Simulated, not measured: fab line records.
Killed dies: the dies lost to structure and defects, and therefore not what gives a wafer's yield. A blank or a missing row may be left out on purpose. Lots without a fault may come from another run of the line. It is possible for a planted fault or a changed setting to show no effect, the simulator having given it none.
fab line records / flow rit-cmos
[record] lots = 15 wafers = 45 last-day = 7
route steps=202 shown PWELL@44
lots with no fault: from the same line, run without faults
start-h: start of the lot's first displayed wafer, in hours after the record's first day / wait-h: time in hours since the lot's previous step / " unchanged from the row above / L1.1+2: a single row standing in for several wafers / - value missing, or start not given / * or withheld: withheld / < > ~ a bound
route shown NAME@n: names a module that has steps shown in the file, with the first one's number in the route / usual: mean/standard deviation taken from wafers without a fault / same: alike in all rows / chamber/n: place in a boat / sites: the reading at each site / _std_site: standard deviation of those values / _edge_site: the outer-site mean with the inner-site mean subtracted / radius-mm: for every site, how far away it sits from the centre of the wafer / mask NAME#n: copy n / behind: the most recent tool/chamber to have shaped the wafer / hold: why the lot went on hold/how many hours it stayed there/how the hold came to an end / device: the n, p or np transistor that did not switch / end of line: tests run on the same wafers once the route is complete / a step with no rows: only its recipe / killed: dies lost to structure and defects at the first sort, not the wafer's yield / map: shows each die of a wafer: x if killed, . if not, _ if none is there
set.NAME: the setting as run; set.NAME@STEP: as run at that earlier step / model.NAME: the simulator's own value behind a step, which no gauge read
steps of the route over a sample of lots; a table a step, a row a wafer
[[steps]]
[step RIT_PWELL_DEVELOP_05]
[recipe] resist = NOVOLAK develop-time-s = 68 dev-temp-c = 23
[usual] chill-plate-temp-C = 22.99/0.092 develop-time-s = 68/0
lot.wafer=L830.1 tool=litho-track-01 chamber=0 start-h=24 wait-h=- chill-plate-temp-C=22.95 develop-time-s=68
lot.wafer=L830.2 tool=litho-track-01 chamber=0 start-h=24 wait-h=- chill-plate-temp-C=23.05 develop-time-s=68
lot.wafer=L830.4 tool=litho-track-01 chamber=0 start-h=24 wait-h=- chill-plate-temp-C=23.07 develop-time-s=68
lot.wafer=L831.2 tool=litho-track-04 chamber=0 start-h=28 wait-h=- chill-plate-temp-C=22.90 develop-time-s=68
lot.wafer=L831.3 tool=litho-track-04 chamber=0 start-h=28 wait-h=- chill-plate-temp-C=22.94 develop-time-s=68
lot.wafer=L831.5 tool=litho-track-04 chamber=0 start-h=28 wait-h=- chill-plate-temp-C=22.91 develop-time-s=68
lot.wafer=L832.1 tool=litho-track-04 chamber=0 start-h=33 wait-h=- chill-plate-temp-C=22.87 develop-time-s=68
lot.wafer=L832.4 tool=litho-track-04 chamber=0 start-h=33 wait-h=- chill-plate-temp-C=23.02 develop-time-s=68
lot.wafer=L832.6 tool=litho-track-04 chamber=0 start-h=33 wait-h=- chill-plate-temp-C=23.03 develop-time-s=68
lot.wafer=L833.1 tool=litho-track-03 chamber=0 start-h=39 wait-h=- chill-plate-temp-C=22.99 develop-time-s=68
lot.wafer=L833.4 tool=litho-track-03 chamber=0 start-h=39 wait-h=- chill-plate-temp-C=23.08 develop-time-s=68
lot.wafer=L833.6 tool=litho-track-03 chamber=0 start-h=39 wait-h=- chill-plate-temp-C=23.11 develop-time-s=68
lot.wafer=L834.3 tool=litho-track-03 chamber=0 start-h=43 wait-h=- chill-plate-temp-C=22.96 develop-time-s=68
lot.wafer=L834.5 tool=litho-track-03 chamber=0 start-h=43 wait-h=- chill-plate-temp-C=22.93 develop-time-s=68
lot.wafer=L834.6 tool=litho-track-03 chamber=0 start-h=43 wait-h=- chill-plate-temp-C=22.92 develop-time-s=68
lot.wafer=L837.1 tool=litho-track-04 chamber=0 start-h=58 wait-h=- chill-plate-temp-C=23.11 develop-time-s=68
lot.wafer=L837.4 tool=litho-track-04 chamber=0 start-h=58 wait-h=- chill-plate-temp-C=23.07 develop-time-s=68
lot.wafer=L837.6 tool=litho-track-04 chamber=0 start-h=58 wait-h=- chill-plate-temp-C=23.00 develop-time-s=68
lot.wafer=L842.2 tool=litho-track-03 chamber=0 start-h=84 wait-h=- chill-plate-temp-C=23.06 develop-time-s=68
lot.wafer=L842.5 tool=litho-track-03 chamber=0 start-h=84 wait-h=- chill-plate-temp-C=22.95 develop-time-s=68
lot.wafer=L842.6 tool=litho-track-03 chamber=0 start-h=84 wait-h=- chill-plate-temp-C=23.17 develop-time-s=68
lot.wafer=L843.2 tool=litho-track-01 chamber=0 start-h=89 wait-h=- chill-plate-temp-C=23.14 develop-time-s=68
lot.wafer=L843.3 tool=litho-track-01 chamber=0 start-h=89 wait-h=- chill-plate-temp-C=23.20 develop-time-s=68
lot.wafer=L843.5 tool=litho-track-01 chamber=0 start-h=89 wait-h=- chill-plate-temp-C=23.05 develop-time-s=68
lot.wafer=L846.1 tool=litho-track-01 chamber=- start-h=103 wait-h=- chill-plate-temp-C=- develop-time-s=-
lot.wafer=L846.5 tool=litho-track-01 chamber=- start-h=103 wait-h=- chill-plate-temp-C=- develop-time-s=-
lot.wafer=L846.6 tool=litho-track-01 chamber=- start-h=103 wait-h=- chill-plate-temp-C=- develop-time-s=-
lot.wafer=L847.3 tool=litho-track-01 chamber=- start-h=112 wait-h=- chill-plate-temp-C=- develop-time-s=-
lot.wafer=L847.4 tool=litho-track-01 chamber=- start-h=112 wait-h=- chill-plate-temp-C=- develop-time-s=-
lot.wafer=L847.5 tool=litho-track-01 chamber=- start-h=112 wait-h=- chill-plate-temp-C=- develop-time-s=-
lot.wafer=L848.1 tool=litho-track-03 chamber=- start-h=117 wait-h=- chill-plate-temp-C=- develop-time-s=-
lot.wafer=L848.5 tool=litho-track-03 chamber=- start-h=117 wait-h=- chill-plate-temp-C=- develop-time-s=-
lot.wafer=L848.6 tool=litho-track-03 chamber=- start-h=117 wait-h=- chill-plate-temp-C=- develop-time-s=-
lot.wafer=L850.1 tool=litho-track-03 chamber=0 start-h=124 wait-h=- chill-plate-temp-C=23.08 develop-time-s=68
lot.wafer=L850.3 tool=litho-track-03 chamber=0 start-h=124 wait-h=- chill-plate-temp-C=22.97 develop-time-s=68
lot.wafer=L850.5 tool=litho-track-03 chamber=0 start-h=124 wait-h=- chill-plate-temp-C=22.96 develop-time-s=68
lot.wafer=L851.1 tool=litho-track-04 chamber=0 start-h=129 wait-h=- chill-plate-temp-C=22.98 develop-time-s=68
lot.wafer=L851.2 tool=litho-track-04 chamber=0 start-h=129 wait-h=- chill-plate-temp-C=23.13 develop-time-s=68
lot.wafer=L851.5 tool=litho-track-04 chamber=0 start-h=129 wait-h=- chill-plate-temp-C=22.90 develop-time-s=68
lot.wafer=L852.1 tool=litho-track-04 chamber=0 start-h=132 wait-h=- chill-plate-temp-C=23.13 develop-time-s=68
lot.wafer=L852.5 tool=litho-track-04 chamber=0 start-h=133 wait-h=- chill-plate-temp-C=23.01 develop-time-s=68
lot.wafer=L852.6 tool=litho-track-04 chamber=0 start-h=133 wait-h=- chill-plate-temp-C=22.98 develop-time-s=68
lot.wafer=L853.1 tool=litho-track-01 chamber=0 start-h=139 wait-h=- chill-plate-temp-C=23.08 develop-time-s=68
lot.wafer=L853.3 tool=litho-track-01 chamber=0 start-h=139 wait-h=- chill-plate-temp-C=23.02 develop-time-s=68
lot.wafer=L853.5 tool=litho-track-01 chamber=0 start-h=139 wait-h=- chill-plate-temp-C=22.96 develop-time-s=68
[[key]]
[first-sign] step = RIT_PWELL_DEVELOP_05 reading = tool-record direction = missing
effect none on later readings
met-at RIT_PWELL_DEVELOP_05
struck-lots L846,L847,L848
rows-end L846.1,L846.5,L848.5
sort-left-out L846.6,L847.3,L847.4,L847.5,L848.1,L848.6
tester-left-out L846,L847,L848
onset-between 89 103
[fault] kind = skipped-step-whole tool = litho-track-01,litho-track-03 chamber = - onset-h = 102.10 steps = RIT_PWELL_DEVELOP_05 scope = struck-lots-only
// tester-left-out: of these lots the tester's yield and bins aren't shown, on N5 and GAA mostly nor the transistor test; their killed dies are dies lost to structure and defects alone, not to doping, threshold or leakage, so they don't give the yield
// sort-left-out: the simulated sort isn't trusted on such a fault, so these wafers' sort isn't shown, and their yield isn't known
// rows-end: these wafers met a further fault down the route, and their rows from its step on are left out
